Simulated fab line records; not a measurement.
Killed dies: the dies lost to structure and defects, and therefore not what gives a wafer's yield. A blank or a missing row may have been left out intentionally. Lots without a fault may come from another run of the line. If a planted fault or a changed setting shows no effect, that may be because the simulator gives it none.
Which tool was responsible? + flow berkeley_cmos170 + 7 lots with 21 wafers sampled at 2 steps, on a route of 331 steps

== WHAT EACH GAUGE READ, for each wafer ==
UCB170_M2_OVL_MEAS_16.
| lot  | measured     | on         | M2_OVL (nm) |
|------|--------------|------------|-------------|
| L297 | day 8 07:53  | overlay-01 | 11 12 7     |
| L299 | day 8 17:10  | overlay-01 | 4 -7 0      |
| L303 | day 9 02:23  | overlay-01 | 2 -3 -1     |
| L306 | day 9 19:43  | overlay-02 | -6 -4 -3    |
| L308 | day 10 07:26 | overlay-02 | 9 5 10      |
| L312 | day 11 09:37 | overlay-02 | 9 12 7      |
| L317 | day 12 08:56 | overlay-01 | -4 3 -1     |

== WHAT TOOL EACH LOT RAN ON (gives the tool, then ch and the chambers of the sampled wafers, and finally the start) ==
| lot  | UCB170_ACTIVE_CLEAN_00         |
|------|--------------------------------|
| L297 | wet_bench-02 ch 1, day 4 12:49 |
| L299 | wet_bench-02 ch 1, day 4 23:02 |
| L303 | wet_bench-02 ch 1, day 5 05:40 |
| L306 | wet_bench-04 ch 1, day 5 21:17 |
| L308 | wet_bench-04 ch 2, day 6 08:44 |
| L312 | wet_bench-02 ch 3, day 7 06:53 |
| L317 | wet_bench-02 ch 0, day 8 13:29 |
- UCB170_ACTIVE_CLEAN_00: cleans in SPM, time 600 s.

== THE ANSWER, worked out from the rows above alone ==
Rule: the lots themselves supply what counts as usual. The widest of any qualifying gaps counts: lots, ordered by their means at a reading, are off when they make up no more than a third of the lots, leave a main group of 4 or more, and stand apart from it by 3 or more times the standard deviation of that group's means. The tables above print the reading to a certain number of digits; a main group whose means all agree to those digits is not used. Also off: a lot with no number at a reading for which 4 or more lots have one. The other lots that the step has rows for count as sound.
No lot is off on any of the readings shown, so nothing can be concluded from this.

== WHAT THE SIMULATOR HAD PUT IN ==
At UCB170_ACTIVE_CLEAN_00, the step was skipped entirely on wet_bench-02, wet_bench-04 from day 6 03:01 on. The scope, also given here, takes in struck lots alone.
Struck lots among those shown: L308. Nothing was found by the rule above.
